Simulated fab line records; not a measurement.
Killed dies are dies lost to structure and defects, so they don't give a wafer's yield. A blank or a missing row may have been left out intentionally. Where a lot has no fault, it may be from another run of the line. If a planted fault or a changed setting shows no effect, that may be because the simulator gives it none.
fab line records + flow rit_cmos
[record]
- lots = 15
- wafers = 45
- last_day = 8
route steps=202 shown WELLDRIVE@50 NWELL@51 PWELL@52
lots untouched by any fault: they come from a run of this same line in which no faults occurred
start_h: hours from the record's opening day to when the first of the lot's shown wafers began + wait_h: time in hours since the lot's previous step + " unchanged from the row above + L1.1+2: several wafers, shown together as one row + - no value present, or no start provided + * or withheld: withheld + < > ~ a bound
route shown NAME@n: a module of which the file shows steps, and the number in the route of the first + usual: mean and standard deviation over wafers with no fault + same: alike in all rows + chamber/n: place in a boat + sites: per-site readings + _std_site: the values' standard deviation + _edge_site: the outer-site mean with the inner-site mean subtracted + radius_mm: for every site, how far away it sits from the centre of the wafer + mask NAME#n: copy n + behind: the tool/chamber that last shaped the wafer + hold: why the lot was held/for how many hours/how that ended + device: the transistor (n, p or np) that didn't switch + end of line: the route-end tests of the same wafers + a step given without rows: its recipe and nothing more + killed: not the wafer's yield, but the dies lost to structure and defects at the first sort + map: a wafer's dies, x killed, . not, _ none there
set.NAME: the setting that was run; set.NAME@STEP: the one run at that earlier step + model.NAME: the simulator's own value behind a step, which no gauge read
steps of the route over a sample of lots; a table a step, a row a wafer
services: when a tool's chamber went out of use (start_h, in hours from the record's first day, below 0 if earlier), for how many hours, and the reason
[[steps]]
[step RIT_WELLDRIVE_ANNEAL_00]
[recipe]
- temp_c = 1100
- time_s = 14700
- ambient = N2
[usual]
- run_length_s = 18271/8.3
- spike_tc_source_C = 1126.9/1.8
| lot.wafer | tool       | chamber | start_h | wait_h | run_length_s | spike_tc_source_C |
|-----------|------------|---------|---------|--------|--------------|-------------------|
| L551.2    | furnace-01 | 0       | 27.54   | 1.7    | 18267        | 1125.9            |
| L551.5    | "          | 0       | "       | "      | 18267        | 1124.6            |
| L551.6    | "          | 0       | "       | "      | 18267        | 1124.7            |
| L552.1    | furnace-01 | 0       | 33.94   | 1.2    | 18267        | 1126.7            |
| L552.3    | "          | 0       | "       | "      | 18267        | 1126.4            |
| L552.4    | "          | 0       | "       | "      | 18267        | 1125.5            |
| L553.3    | furnace-03 | 0       | 36.73   | 1.5    | 18275        | 1129.4            |
| L553.5    | "          | 0       | "       | "      | 18275        | 1129.5            |
| L553.6    | "          | 0       | "       | "      | 18275        | 1128.6            |
| L554.2    | furnace-04 | 0       | 40.00   | 0.0    | 18261        | 1125.8            |
| L554.5    | "          | 0       | "       | "      | 18261        | 1124.3            |
| L554.6    | "          | 0       | "       | "      | 18261        | 1127.6            |
| L556.1    | furnace-01 | 0       | 53.45   | 2.5    | 18273        | 1125.7            |
| L556.3    | "          | 0       | "       | "      | 18273        | 1124.5            |
| L556.5    | "          | 0       | "       | "      | 18273        | 1123.3            |
| L557.3    | furnace-04 | 0       | 57.14   | 2.8    | 18262        | 1125.3            |
| L557.4    | "          | 0       | "       | "      | 18262        | 1127.6            |
| L557.6    | "          | 0       | "       | "      | 18262        | 1125.7            |
| L558.1    | furnace-04 | 0       | 67.86   | 0.6    | 15323        | 1124.6            |
| L558.2    | "          | 0       | "       | "      | 15323        | 1124.7            |
| L558.3    | "          | 0       | "       | "      | 15323        | 1123.8            |
| L559.1    | furnace-03 | 0       | 72.05   | 1.3    | 18274        | 1128.9            |
| L559.5    | "          | 0       | "       | "      | 18274        | 1128.7            |
| L559.6    | "          | 0       | "       | "      | 18274        | 1130.8            |
| L560.1    | furnace-04 | 0       | 75.57   | 1.8    | 15324        | 1126.6            |
| L560.2    | "          | 0       | "       | "      | 15324        | 1126.8            |
| L560.5    | "          | 0       | "       | "      | 15324        | 1127.8            |
| L561.2    | furnace-01 | 0       | 79.20   | 0.7    | 18274        | 1126.7            |
| L561.5    | "          | 0       | "       | "      | 18274        | 1127.2            |
| L561.6    | "          | 0       | "       | "      | 18274        | 1126.2            |
| L562.2    | furnace-04 | 0       | 83.64   | 0.0    | 15320        | 1127.4            |
| L562.3    | "          | 0       | "       | "      | 15320        | 1125.3            |
| L562.6    | "          | 0       | "       | "      | 15320        | 1126.8            |
| L571.1    | furnace-01 | 0       | 128.49  | 1.6    | 18271        | 1125.5            |
| L571.2    | "          | 0       | "       | "      | 18271        | 1126.4            |
| L571.6    | "          | 0       | "       | "      | 18271        | 1126.1            |
| L572.4    | furnace-01 | 0       | 138.78  | 2.2    | 18268        | 1125.4            |
| L572.5    | "          | 0       | "       | "      | 18268        | 1126.9            |
| L572.6    | "          | 0       | "       | "      | 18268        | 1127.0            |
| L573.2    | furnace-03 | 0       | 144.25  | 1.4    | 18288        | 1129.2            |
| L573.3    | "          | 0       | "       | "      | 18288        | 1129.8            |
| L573.5    | "          | 0       | "       | "      | 18288        | 1131.1            |
| L574.2    | furnace-03 | 0       | 152.96  | 0.6    | 18275        | 1129.9            |
| L574.3    | "          | 0       | "       | "      | 18275        | 1129.3            |
| L574.5    | "          | 0       | "       | "      | 18275        | 1129.1            |
[step RIT_WELLDRIVE_RS_MEAS_01]
[recipe]
- thk_meas_gauge = four-point-probe
[usual]
- NWELL_RS = 275.5/0.85
| lot.wafer | tool          | chamber | start_h | wait_h | NWELL_RS[ohm/sq] |
|-----------|---------------|---------|---------|--------|------------------|
| L551.2    | film_metro-01 | -       | 32.64   | 0.0    | 273.7            |
| L551.5    | "             | -       | "       | "      | 274.2            |
| L551.6    | "             | -       | "       | "      | 273.9            |
| L552.1    | film_metro-01 | -       | 39.02   | 0.0    | 275.7            |
| L552.3    | "             | -       | "       | "      | 275.2            |
| L552.4    | "             | -       | "       | "      | 275.7            |
| L553.3    | film_metro-04 | -       | 41.85   | 0.0    | 275.3            |
| L553.5    | "             | -       | "       | "      | 275.0            |
| L553.6    | "             | -       | "       | "      | 275.4            |
| L554.2    | film_metro-01 | -       | 45.10   | 0.0    | 275.4            |
| L554.5    | "             | -       | "       | "      | 275.6            |
| L554.6    | "             | -       | "       | "      | 275.9            |
| L556.1    | film_metro-02 | -       | 58.53   | 0.0    | 274.4            |
| L556.3    | "             | -       | "       | "      | 274.7            |
| L556.5    | "             | -       | "       | "      | 274.7            |
| L557.3    | film_metro-01 | -       | 62.27   | 0.0    | 274.8            |
| L557.4    | "             | -       | "       | "      | 276.4            |
| L557.6    | "             | -       | "       | "      | 275.8            |
| L558.1    | film_metro-01 | -       | 72.95   | 0.8    | 288.0            |
| L558.2    | "             | -       | "       | "      | 287.2            |
| L558.3    | "             | -       | "       | "      | 287.8            |
| L559.1    | film_metro-04 | -       | 77.14   | 0.0    | 275.6            |
| L559.5    | "             | -       | "       | "      | 275.4            |
| L559.6    | "             | -       | "       | "      | 276.2            |
| L560.1    | film_metro-04 | -       | 80.66   | 0.8    | 286.7            |
| L560.2    | "             | -       | "       | "      | 287.0            |
| L560.5    | "             | -       | "       | "      | 286.8            |
| L561.2    | film_metro-04 | -       | 84.30   | 0.0    | 275.9            |
| L561.5    | "             | -       | "       | "      | 275.4            |
| L561.6    | "             | -       | "       | "      | 275.3            |
| L562.2    | film_metro-02 | -       | 88.75   | 0.8    | 285.1            |
| L562.3    | "             | -       | "       | "      | 285.6            |
| L562.6    | "             | -       | "       | "      | 284.9            |
| L571.1    | film_metro-01 | -       | 133.57  | 0.0    | 276.8            |
| L571.2    | "             | -       | "       | "      | 276.6            |
| L571.6    | "             | -       | "       | "      | 276.8            |
| L572.4    | film_metro-02 | -       | 143.93  | 0.1    | 275.3            |
| L572.5    | "             | -       | "       | "      | 276.3            |
| L572.6    | "             | -       | "       | "      | 275.6            |
| L573.2    | film_metro-02 | -       | 149.35  | 0.0    | 274.9            |
| L573.3    | "             | -       | "       | "      | 275.5            |
| L573.5    | "             | -       | "       | "      | 275.0            |
| L574.2    | film_metro-01 | -       | 158.06  | 0.0    | 276.8            |
| L574.3    | "             | -       | "       | "      | 276.8            |
| L574.5    | "             | -       | "       | "      | 276.8            |
[step RIT_WELLDRIVE_RS_MEAS_02]
[recipe]
- thk_meas_gauge = four-point-probe
[usual]
- PWELL_RS = 426.1/1.5
| lot.wafer | tool          | chamber | start_h | wait_h | PWELL_RS[ohm/sq] |
|-----------|---------------|---------|---------|--------|------------------|
| L551.2    | film_metro-01 | -       | 32.76   | 0.1    | 425.3            |
| L551.5    | "             | -       | "       | "      | 425.3            |
| L551.6    | "             | -       | "       | "      | 425.4            |
| L552.1    | film_metro-01 | -       | 39.14   | 0.1    | 427.6            |
| L552.3    | "             | -       | "       | "      | 427.1            |
| L552.4    | "             | -       | "       | "      | 426.6            |
| L553.3    | film_metro-04 | -       | 41.97   | 0.1    | 426.0            |
| L553.5    | "             | -       | "       | "      | 427.4            |
| L553.6    | "             | -       | "       | "      | 425.2            |
| L554.2    | film_metro-01 | -       | 45.22   | 0.1    | 426.7            |
| L554.5    | "             | -       | "       | "      | 427.6            |
| L554.6    | "             | -       | "       | "      | 428.2            |
| L556.1    | film_metro-02 | -       | 58.65   | 0.1    | 424.5            |
| L556.3    | "             | -       | "       | "      | 426.8            |
| L556.5    | "             | -       | "       | "      | 425.1            |
| L557.3    | film_metro-01 | -       | 62.39   | 0.1    | 425.4            |
| L557.4    | "             | -       | "       | "      | 425.4            |
| L557.6    | "             | -       | "       | "      | 426.0            |
| L558.1    | film_metro-01 | -       | 73.07   | 0.1    | 437.6            |
| L558.2    | "             | -       | "       | "      | 439.7            |
| L558.3    | "             | -       | "       | "      | 440.3            |
| L559.1    | film_metro-04 | -       | 77.26   | 0.1    | 425.0            |
| L559.5    | "             | -       | "       | "      | 424.9            |
| L559.6    | "             | -       | "       | "      | 424.8            |
| L560.1    | film_metro-04 | -       | 80.78   | 0.1    | 439.0            |
| L560.2    | "             | -       | "       | "      | 437.2            |
| L560.5    | "             | -       | "       | "      | 439.0            |
| L561.2    | film_metro-04 | -       | 84.42   | 0.1    | 424.9            |
| L561.5    | "             | -       | "       | "      | 424.1            |
| L561.6    | "             | -       | "       | "      | 425.6            |
| L562.2    | film_metro-02 | -       | 88.87   | 0.1    | 437.4            |
| L562.3    | "             | -       | "       | "      | 438.2            |
| L562.6    | "             | -       | "       | "      | 438.1            |
| L571.1    | film_metro-01 | -       | 133.69  | 0.1    | 429.7            |
| L571.2    | "             | -       | "       | "      | 428.1            |
| L571.6    | "             | -       | "       | "      | 427.0            |
| L572.4    | film_metro-02 | -       | 144.05  | 0.1    | 424.5            |
| L572.5    | "             | -       | "       | "      | 426.4            |
| L572.6    | "             | -       | "       | "      | 424.1            |
| L573.2    | film_metro-02 | -       | 149.47  | 0.1    | 428.0            |
| L573.3    | "             | -       | "       | "      | 426.2            |
| L573.5    | "             | -       | "       | "      | 424.9            |
| L574.2    | film_metro-01 | -       | 158.18  | 0.1    | 425.0            |
| L574.3    | "             | -       | "       | "      | 425.9            |
| L574.5    | "             | -       | "       | "      | 424.8            |
[[services]]
| tool       | chamber | start_h | hours | kind |
|------------|---------|---------|-------|------|
| furnace-01 | -       | 5.79    | 4.1   | pm   |
| furnace-04 | -       | 97.41   | 6.8   | pm   |
| furnace-03 | -       | 138.93  | 3.1   | pm   |
| furnace-01 | -       | 143.87  | 16.0  | pm   |
[[key]]
[first_sign]
- step = RIT_WELLDRIVE_ANNEAL_00
- reading = run_length_s
- direction = down
- sigmas = 99+
- usual = *
- struck = *
[effect]
- step = RIT_WELLDRIVE_RS_MEAS_01
- reading = NWELL_RS
- direction = up
- sigmas = 13
- usual = 275.5
- struck = 286.6
[effect]
- step = RIT_WELLDRIVE_RS_MEAS_02
- reading = PWELL_RS
- direction = up
- sigmas = 8.2
- usual = 426.1
- struck = 438.5
met_at RIT_WELLDRIVE_ANNEAL_00
struck_lots L558,L560,L562
tester_left_out L558,L560,L562
[fault]
- kind = process_parameter_drift
- tool = furnace-04
- chamber = -
- onset_h = 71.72
- steps = RIT_WELLDRIVE_ANNEAL_00
- channel = time_s
- offset = *
- shape = step
- end_h = 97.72
- acts_in = *
- stated = *
// tester_left_out: of these lots the tester's yield and bins aren't shown, on N5 and GAA mostly nor the transistor test; their killed dies are dies lost to structure and defects alone, not to doping, threshold or leakage, so they don't give the yield
